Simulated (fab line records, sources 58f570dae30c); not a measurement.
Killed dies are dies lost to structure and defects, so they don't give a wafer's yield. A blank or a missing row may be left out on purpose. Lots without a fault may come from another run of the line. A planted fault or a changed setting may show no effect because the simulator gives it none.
Which tool did it? | flow berkeley_cmos170 | 10 lots, 30 wafers sampled, at 5 steps of a route of 331

WHAT THE GAUGES READ, wafer by wafer
UCB170_START_THK_MEAS_03. Usual: START_OXIDE_THK 20.2 nm, standard deviation 0.32.
lot  | measured    | on            | START_OXIDE_THK (nm) | flag
L311 | day 1 15:25 | film_metro-03 | 20.6 20.6 20.2       |
L312 | day 1 17:49 | film_metro-03 | 20.5 20.4 19.9       |
L313 | day 1 23:41 | film_metro-04 | 19.7 20.2 19.9       |
L319 | day 3 08:02 | film_metro-04 | 20.1 20.0 19.9       |
L326 | day 4 17:31 | film_metro-03 | 20.3 19.8 20.1       |
L327 | day 4 22:10 | film_metro-02 | 20.4 20.2 20.2       |
L329 | day 5 09:55 | film_metro-02 | 20.1 20.1 20.2       |
L330 | day 5 14:08 | film_metro-04 | 20.1 20.2 20.3       |
L332 | day 6 00:28 | film_metro-04 | 19.9 19.9 19.9       |
L334 | day 6 11:17 | film_metro-02 | 20.2 20.6 20.5       |

UCB170_SILICIDE_RS_MEAS_02: measures by four-point-probe. Usual: SILICIDE_TI_RS 26.4 ohm/sq, standard deviation 0.39.
lot  | measured     | on            | SILICIDE_TI_RS (ohm/sq) | flag
L311 | day 6 13:05  | film_metro-04 | 26.8 26.4 26.7          |
L312 | day 6 13:02  | film_metro-01 | 26.4 26.8 26.6          |
L313 | day 6 19:20  | film_metro-01 | 26.7 26.8 27.0          |
L319 | day 8 13:48  | film_metro-01 | 23.1 26.7 26.9          |
L326 | day 10 00:02 | film_metro-01 | 26.2 26.4 26.7          |
L327 | day 10 00:08 | film_metro-03 | 25.7 25.9 25.7          |
L329 | day 10 17:15 | film_metro-01 | 26.9 26.3 26.9          |
L330 | day 10 17:25 | film_metro-04 | 25.6 25.7 25.6          |
L332 | day 11 06:02 | film_metro-01 | 26.9 26.8 26.5          |
L334 | day 11 10:04 | film_metro-01 | 26.7 26.8 27.4          |

UCB170_SILICIDE_THK_MEAS_03: measures by xrf. Usual: SILICIDE_TI_THK 29.8 nm, standard deviation 0.42.
lot  | measured     | on            | SILICIDE_TI_THK (nm) | flag
L311 | day 6 13:11  | film_metro-04 | 29.2 29.6 29.4       |
L312 | day 6 13:10  | film_metro-01 | 29.7 29.2 29.4       |
L313 | day 6 19:26  | film_metro-01 | 29.4 29.3 29.3       |
L319 | day 8 13:54  | film_metro-01 | 33.3 29.5 29.5       |
L326 | day 10 00:08 | film_metro-01 | 29.9 29.7 29.4       |
L327 | day 10 00:15 | film_metro-03 | 30.6 30.3 30.6       |
L329 | day 10 17:21 | film_metro-01 | 29.2 29.8 29.2       |
L330 | day 10 17:32 | film_metro-04 | 30.5 30.4 30.5       |
L332 | day 11 06:10 | film_metro-01 | 29.2 29.2 29.5       |
L334 | day 11 10:11 | film_metro-01 | 29.4 29.2 28.7       |

WHICH TOOL RAN EACH LOT (tool, then ch and the chambers of the sampled wafers, then the start)
lot  | UCB170_NWELL_STRIP_15               | UCB170_SILICIDE_SPUTTER_01
L311 | plasma_asher-03 ch 0,1, day 2 06:34 | pvd_sputter-02, day 6 13:01
L312 | plasma_asher-04 ch 0,1, day 2 06:16 | pvd_sputter-01, day 6 13:01
L313 | plasma_asher-03 ch 0,1, day 2 15:28 | pvd_sputter-04, day 6 19:17
L319 | plasma_asher-04 ch 0,1, day 4 02:35 | pvd_sputter-02, day 8 13:44
L326 | plasma_asher-01 ch 0,1, day 5 10:26 | pvd_sputter-01, day 9 23:58
L327 | plasma_asher-04 ch 1, day 5 14:26   | pvd_sputter-04, day 10 00:05
L329 | plasma_asher-04 ch 0,1, day 6 04:43 | pvd_sputter-01, day 10 17:11
L330 | plasma_asher-01 ch 0,1, day 6 04:24 | pvd_sputter-04, day 10 17:23
L332 | plasma_asher-01 ch 0,1, day 6 22:05 | pvd_sputter-04, day 11 06:01
L334 | plasma_asher-01 ch 0,1, day 7 05:01 | pvd_sputter-01, day 11 10:01
- UCB170_NWELL_STRIP_15: strips in O2.
- UCB170_SILICIDE_SPUTTER_01: material Ti, target thk 30 nm, time 25 s.

WHAT THE TOOLS THEMSELVES READ (means of the sampled wafers that have a number; where no wafer has one, the mark that the record gives instead)
UCB170_NWELL_STRIP_15. Usual: drypump_motor_current_A 5.7 A, standard deviation 0.61; oes_product_au 0.721 a.u., standard deviation 0.0047; strip_time_to_endpoint_s 18.02 s, standard deviation 0.093.
lot  | tool            | drypump_motor_current_A (A) | oes_product_au (a.u.) | strip_time_to_endpoint_s (s) | flag
L311 | plasma_asher-03 | 5.7                         | 0.723                 | 17.98                        |
L312 | plasma_asher-04 | 5.1                         | 0.720                 | 18.00                        |
L313 | plasma_asher-03 | 5.7                         | 0.720                 | 18.01                        |
L319 | plasma_asher-04 | 5.1                         | 0.722                 | 18.02                        |
L326 | plasma_asher-01 | 6.1                         | 0.721                 | 18.04                        |
L327 | plasma_asher-04 | 6.0                         | 0.723                 | 18.01                        |
L329 | plasma_asher-04 | 5.1                         | 0.721                 | 18.13                        |
L330 | plasma_asher-01 | 5.7                         | 0.719                 | 17.89                        |
L332 | plasma_asher-01 | 6.1                         | 0.723                 | 17.93                        |
L334 | plasma_asher-01 | 5.8                         | 0.719                 | 18.05                        |

UCB170_SILICIDE_SPUTTER_01. Usual: throttle_valve_pct 30.1 %, standard deviation 0.95.
lot  | tool           | throttle_valve_pct (%) | flag
L311 | pvd_sputter-02 | 30.3                   |
L312 | pvd_sputter-01 | 30.4                   |
L313 | pvd_sputter-04 | 29.4                   |
L319 | pvd_sputter-02 | 30.7                   |
L326 | pvd_sputter-01 | 30.3                   |
L327 | pvd_sputter-04 | 29.1                   |
L329 | pvd_sputter-01 | 30.0                   |
L330 | pvd_sputter-04 | 29.7                   |
L332 | pvd_sputter-04 | 29.7                   |
L334 | pvd_sputter-01 | 29.4                   |

THE ANSWER, worked out from the rows above alone
Rule: a lot is off if the mean of its wafers that have a number lies more than 3 standard deviations from the usual mean. A lot without any number at a reading at which 4 lots or more have one is off too. The other lots that the step has rows for count as sound. The gauges are gone through in route order, then the tools' own readings, and for those a lot's mean is taken as printed above. The first step at which some lot is off is used, and at that step the reading that is off furthest; a lot without a number counts as furthest.
No lot is off at any reading shown: from this, nothing can be told.

WHAT THE SIMULATOR HAD PUT IN
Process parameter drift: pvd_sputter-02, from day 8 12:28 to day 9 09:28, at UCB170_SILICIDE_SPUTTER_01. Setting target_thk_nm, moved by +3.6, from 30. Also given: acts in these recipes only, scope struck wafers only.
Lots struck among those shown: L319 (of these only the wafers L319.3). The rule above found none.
